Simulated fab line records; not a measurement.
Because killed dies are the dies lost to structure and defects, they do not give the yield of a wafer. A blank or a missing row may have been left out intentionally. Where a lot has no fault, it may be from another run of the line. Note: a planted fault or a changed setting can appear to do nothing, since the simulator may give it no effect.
Code-filled problem report in 8D (eight disciplines) form    flow berkeley-cmos170    the parts of the form that need people (team, actions taken, sign-off) are left out

## 1. WHAT IS WRONG
Across 9 wafers from 3 lots, V1_POLISHED_THK at UCB170_V1_THK_MEAS_04 averages 1250.6 nm, while fault-free wafers read 1000.0 nm with a standard deviation of 1.2. That is +99 or more standard deviations from the usual mean.
The first sign was on wafer L683.2 at day 11 05:46, on film-metro-03. At this step, 45 wafers from 15 lots have a number in the record. Rule for "out", or "out of limits": more than 4 standard deviations from the usual mean. All remaining wafers that have a number are taken as sound.

## 2. WHAT IT IS AND WHAT IT IS NOT
question                     is                            is not
which readings at this step  V1_POLISHED_THK               -
which lots                   L682, L683, L685              L667, L668, L669, L671, L672, L674, L675, L677, L679, L687, L688, L689
which wafers of those lots   all that have a number        -
read on which gauges         film-metro-03, film-metro-04  film-metro-02
when                         from day 11 05:46             up to then (27 sound wafers); but 9 sound wafers of L687, L688, L689 came after

## 3. WHAT RULES OUT EACH SUSPECT
Counting: a tool at a process step up to the reading stays a suspect if it ran every lot that is out and no sound lot after the first of them.
- the gauge at UCB170_V1_THK_MEAS_04 is ruled out. Those wafers that are out were read across 2 gauges (film-metro-03, film-metro-04).
- plasma-asher-01 at UCB170_BACKSIDE_STRIP_03 (strips in O2): ruled out as a lasting fault. After its first lot that is out, L683 (day 10 08:04), sound lots L687 ran on it.
- cmp-02 at UCB170_V1_CMP_02 (polishes SiO2): kept. It ran every lot that is out, first L683 (day 11 05:20), and no sound lot after that; its last sound lot up to then is L677 (day 10 00:28).
Remaining after the count: cmp-02 at UCB170_V1_CMP_02.

## 4. THE CAUSE (what the simulator had put in)
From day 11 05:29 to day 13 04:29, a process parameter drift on cmp-02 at UCB170_V1_CMP_02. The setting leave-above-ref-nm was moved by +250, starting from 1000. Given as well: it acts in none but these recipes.
The count eliminated every tool but this one.

## 5. THE EFFECT CHAIN, in route order
One row per reading whose mean, taken over the struck wafers that have a number, lies over 3 standard deviations from the usual. Only readings whose record carries a usual standard deviation are examined. hours: median over the lots of the time between each lot's start at the first step of this table that gives one and its start at this step. sigmas: the change, counted in usual standard deviations.
hours  step                   reading          usual       on struck wafers  change  sigmas
0      UCB170_V1_THK_MEAS_04  V1_POLISHED_THK  1000.0 nm   1250.6            +250.6  +99 or more
3      UCB170_V1_ETCH_14      oes-product-au   0.867 a.u.  0.980             +0.113  +11
It contains these process steps:
- UCB170_V1_ETCH_14: etches SiO2 in CHF3/CF4/Ar, stops on Al, target depth 1250 nm, time 291 s.

## 6. HOW IT WOULD HAVE BEEN CAUGHT EARLIER
The first out-of-limits reading at a measuring or inspecting step in this record came at day 11 05:46, 0 hours after the fault's start at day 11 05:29.
Tool readings at UCB170_V1_CMP_02 with a usual standard deviation given in the record: none out on any struck wafer, hence no alarm at a limit of 4 standard deviations on them.
Of the lots that are out (3), L685 began UCB170_V1_CMP_02 on cmp-02 after day 11 05:46. Holding the tool at that time would have saved it.
